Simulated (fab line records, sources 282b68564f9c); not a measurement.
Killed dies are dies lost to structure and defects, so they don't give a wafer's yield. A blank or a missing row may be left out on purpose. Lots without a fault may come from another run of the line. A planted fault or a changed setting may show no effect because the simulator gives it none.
fab line records | flow rit_cmos | part 2 of 2: steps 28 to 39 of 39
record lots=5 wafers=15 last_day=6
route steps=202 shown GATE@85 REOX@98 NLDD@103 PLDD@114
lots that met no fault: from a run of the same line without faults
start_h: hours from the record's first day to the start of the lot's first wafer shown | wait_h: hours since the lot's step before | " the same as in the row above | L1.1+2: a row that stands for several wafers | - no value, or no start given | * or withheld: withheld | < > ~ a bound
route shown NAME@n: a module of which the file shows steps, and the number in the route of the first | usual: mean/standard deviation of fault-free wafers | same: alike in all rows | chamber/n: place in a boat | sites: the reading at each site | _std_site: their standard deviation | _edge_site: outer sites' mean less inner sites' | radius_mm: how far each site lies from the wafer's centre | mask NAME#n: copy n | behind: the tool/chamber that last shaped the wafer | hold: why the lot was held/for how many hours/how that ended | device: the transistor (n, p or np) that didn't switch | end of line: the same wafers' tests at the end of the route | a step without rows: its recipe alone | killed: dies lost to structure and defects at the first sort, not the wafer's yield | map: a wafer's dies, x killed, . not, _ none there
set.NAME: the setting as run; set.NAME@STEP: as run at that earlier step | model.NAME: the simulator's own value behind a step, which no gauge read
lots at some steps of the route; a table a step, a row a wafer
services: from which hour (start_h, from the record's first day; less than 0 if before it) a tool's chamber was out of use, for how many hours, and why
## steps
# step RIT_NLDD_STRIP_09
# recipe chemistry=O2 time_s=180 resist=NOVOLAK platen_temp_c=withheld power_w=500 pressure_mtorr=4000 o2_flow_sccm=4000
# usual drypump_motor_current_A=5.8/0.61
# columns lot.wafer tool chamber start_h wait_h drypump_motor_current_A rf_hours_counter_h
L080.3 plasma_asher-01 0 76.95 0.1 5.5 -
L080.5 " 1 " " 6.5 -
L080.6 " 0 " " 5.5 -
L081.3 plasma_asher-04 0 82.14 0.1 6.3 -
L081.4 " 1 " " 5.3 -
L081.5 " 1 " " 5.3 -
L086.2 plasma_asher-02 1 105.59 0.1 4.8 43
L086.3 " 1 " " 4.8 -
L086.5 " 0 " " 5.9 -
L090.3 plasma_asher-01 0 124.54 0.1 5.5 -
L090.5 " 1 " " 6.5 -
L090.6 " 0 " " 5.5 -
L092.3 plasma_asher-01 0 139.44 0.1 5.5 -
L092.5 " 0 " " 5.5 -
L092.6 " 1 " " 6.5 -
# step RIT_NLDD_TW_MEAS_10
# usual NLDD_TW=2481/19
# columns lot.wafer tool chamber start_h wait_h NLDD_TW
L080.3 film_metro-04 - 77.08 0.1 2452
L080.5 " - " " 2466
L080.6 " - " " 2472
L081.3 film_metro-04 - 82.28 0.1 2460
L081.4 " - " " 2471
L081.5 " - " " 2457
L086.2 film_metro-02 - 105.77 0.1 2509
L086.3 " - " " 2510
L086.5 " - " " 2530
L090.3 film_metro-01 - 124.67 0.1 2480
L090.5 " - " " 2481
L090.6 " - " " 2483
L092.3 film_metro-01 - 139.58 0.1 2490
L092.5 " - " " 2478
L092.6 " - " " 2482
# step RIT_PLDD_HMDS_00
# recipe prime_time_s=60 prime_temp_c=140
# usual exhaust_pa=45.1/0.83
# columns lot.wafer tool chamber start_h wait_h exhaust_pa
L080.3 litho_track-04 0 77.17 0.1 45.9
L080.5 " 0 " " 44.6
L080.6 " 0 " " 45.0
L081.3 litho_track-04 0 82.37 0.1 44.5
L081.4 " 0 " " 44.9
L081.5 " 0 " " 43.0
L086.2 litho_track-03 0 105.85 0.1 44.8
L086.3 " 0 " " 45.3
L086.5 " 0 " " 45.1
L090.3 litho_track-02 0 124.76 0.1 43.4
L090.5 " 0 " " 44.8
L090.6 " 0 " " 44.1
L092.3 litho_track-04 0 139.67 0.1 45.1
L092.5 " 0 " " 46.1
L092.6 " 0 " " 44.9
# step RIT_PLDD_COAT_01
# recipe resist=NOVOLAK spin_rpm=3250 resist_thk_nm=981.8
# usual exhaust_pa=44.8/0.86 spin_speed_rpm=3250.2/2.1
# columns lot.wafer tool chamber start_h wait_h exhaust_pa spin_speed_rpm
L080.3 litho_track-04 0 77.32 0.1 45.4 3248.6
L080.5 " 0 " " 46.5 3248.3
L080.6 " 0 " " 44.8 3246.5
L081.3 litho_track-04 0 82.52 0.1 44.6 3251.8
L081.4 " 0 " " 43.2 3252.7
L081.5 " 0 " " 43.9 3248.4
L086.2 litho_track-03 0 106.00 0.1 44.3 3249.5
L086.3 " 0 " " 42.9 3248.1
L086.5 " 0 " " 43.8 3252.1
L090.3 litho_track-02 0 124.91 0.1 44.2 3251.4
L090.5 " 0 " " 45.2 3249.7
L090.6 " 0 " " 45.3 3247.3
L092.3 litho_track-04 0 139.82 0.1 45.4 3251.8
L092.5 " 0 " " 45.5 3250.5
L092.6 " 0 " " 44.7 3247.1
# step RIT_PLDD_SOFTBAKE_02
# recipe resist=NOVOLAK temp_c=90 time_s=60
# usual exhaust_pa=45.1/0.8
# columns lot.wafer tool chamber start_h wait_h exhaust_pa
L080.3 litho_track-04 0 77.47 0.1 44.5
L080.5 " 0 " " 43.6
L080.6 " 0 " " 45.0
L081.3 litho_track-04 0 82.67 0.1 45.5
L081.4 " 0 " " 44.2
L081.5 " 0 " " 45.3
L086.2 litho_track-03 0 106.15 0.1 45.3
L086.3 " 0 " " 46.0
L086.5 " 0 " " 45.9
L090.3 litho_track-02 0 125.06 0.1 45.7
L090.5 " 0 " " 45.7
L090.6 " 0 " " 45.3
L092.3 litho_track-04 0 139.97 0.1 46.2
L092.5 " 0 " " 46.6
L092.6 " 0 " " 45.1
# step RIT_PLDD_EXPOSE_03
# recipe mask_id=M8 na=0.57 target_cd_nm=40900 dose_mj=250
# columns lot.wafer tool chamber start_h wait_h mask
L080.3+5+6 iline_stepper-02 0 77.74 0.2 M8#0
L081.3+4+5 iline_stepper-02 0 82.81 0.1 M8#0
L086.2+3+5 iline_stepper-01 0 106.29 0.1 M8#0
L090.3+5+6 iline_stepper-02 0 125.20 0.1 M8#0
L092.3+5+6 iline_stepper-02 0 140.11 0.1 M8#0
# step RIT_PLDD_PEB_04
# recipe resist=NOVOLAK temp_c=withheld time_s=withheld
# usual exhaust_pa=45.1/0.81
# columns lot.wafer tool chamber start_h wait_h exhaust_pa
L080.3 litho_track-02 0 77.86 0.1 45.3
L080.5 " 0 " " 45.5
L080.6 " 0 " " 44.4
L081.3 litho_track-02 0 82.94 0.1 44.8
L081.4 " 0 " " 44.8
L081.5 " 0 " " 45.7
L086.2 litho_track-04 0 106.42 0.1 46.2
L086.3 " 0 " " 45.8
L086.5 " 0 " " 46.2
L090.3 litho_track-04 0 125.33 0.1 43.9
L090.5 " 0 " " 46.3
L090.6 " 0 " " 45.3
L092.3 litho_track-02 0 140.24 0.1 45.5
L092.5 " 0 " " 47.3
L092.6 " 0 " " 44.8
# step RIT_PLDD_DEVELOP_05
# recipe resist=NOVOLAK develop_time_s=50 dev_temp_c=23
# usual exhaust_pa=44.9/0.85
# columns lot.wafer tool chamber start_h wait_h exhaust_pa
L080.3 litho_track-02 0 - - 45.2
L080.5 " 0 " " 45.7
L080.6 " 0 " " 44.8
L081.3 litho_track-02 0 - - 45.0
L081.4 " 0 " " 44.3
L081.5 " 0 " " 46.1
L086.2 litho_track-04 0 - - 44.7
L086.3 " 0 " " 44.7
L086.5 " 0 " " 44.9
L090.3 litho_track-04 0 - - 44.5
L090.5 " 0 " " 45.1
L090.6 " 0 " " 45.3
L092.3 litho_track-02 0 - - 46.8
L092.5 " 0 " " 46.2
L092.6 " 0 " " 46.7
# step RIT_PLDD_OVL_MEAS_06
# usual PLDD_OVL=-0.4/1.3
# columns lot.wafer tool chamber start_h wait_h PLDD_OVL[nm]
L080.3 overlay-01 - 78.11 - -1.6
L080.5 " - " " -2.2
L080.6 " - " " -2.1
L081.3 overlay-01 - 83.18 - 0.4
L081.4 " - " " -1.7
L081.5 " - " " 0.0
L086.2 overlay-02 - 106.68 - -0.6
L086.3 " - " " -1.2
L086.5 " - " " 2.2
L090.3 overlay-01 - 125.57 - 3.0
L090.5 " - " " 1.0
L090.6 " - " " 1.8
L092.3 overlay-01 - 140.48 - -1.1
L092.5 " - " " -0.8
L092.6 " - " " -1.6
# step RIT_PLDD_HARDBAKE_07
# recipe resist=NOVOLAK temp_c=140 time_s=60
# usual exhaust_pa=45.2/0.84
# columns lot.wafer tool chamber start_h wait_h exhaust_pa
L080.3 litho_track-04 0 78.18 0.1 44.2
L080.5 " 0 " " 46.6
L080.6 " 0 " " 45.2
L081.3 litho_track-02 0 83.26 0.1 44.5
L081.4 " 0 " " 45.5
L081.5 " 0 " " 45.6
L086.2 litho_track-04 0 106.74 0.0 46.4
L086.3 " 0 " " 46.3
L086.5 " 0 " " 45.4
L090.3 litho_track-04 0 125.65 0.1 44.8
L090.5 " 0 " " 45.4
L090.6 " 0 " " 45.6
L092.3 litho_track-03 0 140.56 0.1 44.9
L092.5 " 0 " " 44.2
L092.6 " 0 " " 44.0
# step RIT_PLDD_IMPLANT_08
# recipe species=BF2 energy_kev=20 dose_cm2=9e+14 tilt_deg=7
# usual tilt_deg=6.998/0.021
# columns lot.wafer tool chamber start_h wait_h tilt_deg
L080.3 implanter-03 0 78.33 0.1 7.009
L080.5 " 0 " " 6.987
L080.6 " 0 " " 6.988
L081.3 implanter-03 0 83.41 0.1 7.042
L081.4 " 0 " " 6.969
L081.5 " 0 " " 7.019
L086.2 implanter-04 0 106.89 0.1 7.019
L086.3 " 0 " " 7.012
L086.5 " 0 " " 7.022
L090.3 implanter-01 0 125.80 0.1 6.982
L090.5 " 0 " " 6.965
L090.6 " 0 " " 6.983
L092.3 implanter-04 0 140.71 0.1 7.024
L092.5 " 0 " " 7.024
L092.6 " 0 " " 7.053
# step RIT_PLDD_STRIP_09
# recipe chemistry=O2 time_s=180 resist=NOVOLAK platen_temp_c=withheld power_w=500 pressure_mtorr=4000 o2_flow_sccm=4000
# usual drypump_motor_current_A=6.0/0.58
# columns lot.wafer tool chamber start_h wait_h drypump_motor_current_A rf_hours_counter_h
L080.3 plasma_asher-03 0 78.49 0.1 6.2 -
L080.5 " 1 " " 6.6 -
L080.6 " 0 " " 6.2 -
L081.3 plasma_asher-03 0 83.56 0.1 6.2 -
L081.4 " 1 " " 6.6 -
L081.5 " 0 " " 6.2 -
L086.2 plasma_asher-02 0 107.01 0.1 5.9 43
L086.3 " 0 " " 5.9 -
L086.5 " 0 " " 5.9 -
L090.3 plasma_asher-01 0 125.96 0.1 5.6 -
L090.5 " 0 " " 5.6 -
L090.6 " 1 " " 6.5 -
L092.3 plasma_asher-02 1 140.86 0.1 4.8 -
L092.5 " 1 " " 4.8 -
L092.6 " 0 " " 6.0 -
## services
# columns tool chamber start_h hours kind
wet_bench-04 - 49.05 1.7 repair
iline_stepper-02 - 50.33 1.7 pm
implanter-04 - 67.03 1.3 repair
implanter-03 - 68.15 4.5 pm
implanter-04 - 70.10 26.7 repair
plasma_asher-03 - 70.37 1.0 repair
plasma_asher-02 - 77.49 2.8 pm
implanter-04 - 78.60 1.4 repair
implanter-04 - 80.04 4.7 repair
plasma_asher-03 - 93.07 7.8 repair
implanter-03 - 105.88 2.0 repair
iline_stepper-01 - 108.47 4.4 pm
plasma_asher-02 - 108.75 9.0 pm
plasma_asher-02 0 108.75 9.0 vent_cycle
plasma_asher-02 1 108.75 9.0 vent_cycle
plasma_asher-02 0 117.75 - clean
plasma_asher-02 1 117.75 - clean
rie_si-02 2 121.25 5.6 repair
furnace-01 - 128.67 9.8 pm
rie_si-01 3 130.18 - clean
rie_si-01 3 130.18 25.5 scheduled_down
rie_si-01 3 130.18 25.5 vent_cycle
furnace-01 - 138.52 3.2 pm
